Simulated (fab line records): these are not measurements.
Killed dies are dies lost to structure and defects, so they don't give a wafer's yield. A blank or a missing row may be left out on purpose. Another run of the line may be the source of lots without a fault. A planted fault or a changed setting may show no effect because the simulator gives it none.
Matching of chambers	flow berkeley_cmos170	UCB170_M1_ETCH_11 on rie_diel-01 has 4 sister chambers
The step etches BARC in N2/H2. 4 wafers are shown with their chamber, then 6 later ones without.

== EACH WAFER AND ITS CHAMBER ==
wafer	chamber	throttle_valve_pct (%)
L821.1	0	13.00
L831.2	3	13.60
L826.5	2	13.45
L833.5	1	13.11

== WAFERS MISSING THEIR CHAMBER ==
wafer	throttle_valve_pct (%)
L836.1	13.00
L836.2	13.60
L836.3	13.45
L837.2	13.60
L837.3	13.00
L837.4	13.12

== WHICH CHAMBER EACH WENT THROUGH ==
wafer	from the rows above	in truth
L836.1	0	0
L836.2	3	3
L836.3	2	2
L837.2	3	3
L837.3	0	0
L837.4	1	1
Correct placement for 6 of the 6. From these rows, 0 cannot be placed. Wrongly placed: 0.
How it was worked out, from the rows above alone: a wafer's distance from a chamber is the root of the sum, over the readings, of the square of ((its reading less the chamber's mean) divided by the reading's scatter). The wafer belongs to the nearest chamber; if the next one is less than 2 further off, it can't be placed. Each chamber's mean is taken over the wafers shown for it. The scatter: root of mean squared gap, hidden wafer to nearest shown wafer, with one shown wafer a chamber.
